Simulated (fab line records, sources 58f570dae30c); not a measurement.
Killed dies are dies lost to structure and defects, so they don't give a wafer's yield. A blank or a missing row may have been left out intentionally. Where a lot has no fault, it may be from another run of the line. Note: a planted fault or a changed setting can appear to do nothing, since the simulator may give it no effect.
Matching of chambers + flow berkeley_cmos170 + UCB170_CONTACT_CLEAN_00 on wet_bench-02: 4 sister chambers
The step cleans in SPM, time 600 s. 4 wafers are shown with their chamber, then 7 later ones without.

## WAFERS WITH THEIR CHAMBER
| wafer  | chamber | bath_heat_duty_pct (%) |
|--------|---------|------------------------|
| L895.6 | 0       | 14.9                   |
| L903.5 | 3       | 12.8                   |
| L900.5 | 1       | 10.7                   |
| L909.5 | 2       | 12.6                   |

## WAFERS WITHOUT THEIR CHAMBER
| wafer  | bath_heat_duty_pct (%) |
|--------|------------------------|
| L909.6 | 13.5                   |
| L914.2 | 10.1                   |
| L914.3 | 12.5                   |
| L914.6 | 10.7                   |
| L913.1 | 13.1                   |
| L913.4 | 12.8                   |
| L913.5 | 12.5                   |

## WHICH CHAMBER EACH ONE RAN IN
| wafer  | from the rows above          | in truth |
|--------|------------------------------|----------|
| L909.6 | can't be placed: 3 or 2 or 0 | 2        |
| L914.2 | 1                            | 1        |
| L914.3 | can't be placed: 2 or 3      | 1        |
| L914.6 | 1                            | 1        |
| L913.1 | can't be placed: 3 or 2      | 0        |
| L913.4 | can't be placed: 3 or 2      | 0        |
| L913.5 | can't be placed: 2 or 3      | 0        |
Correct placement for 2 of the 7. From these rows, 5 cannot be placed; in 1 the true chamber is one of the candidates. Wrongly placed: 0.
How it was worked out, from the rows above alone: a wafer's distance from a chamber is the root of the sum, over the readings, of the square of ((its reading less the chamber's mean) divided by the reading's scatter). If the next closest chamber is less than 2 further off than the closest, the wafer can't be placed; otherwise it belongs to the closest. The mean given for a chamber averages the wafers shown for that chamber. The scatter (one wafer shown for each chamber): square how far every hidden wafer sits from the nearest shown wafer, average those squares and take the square root.
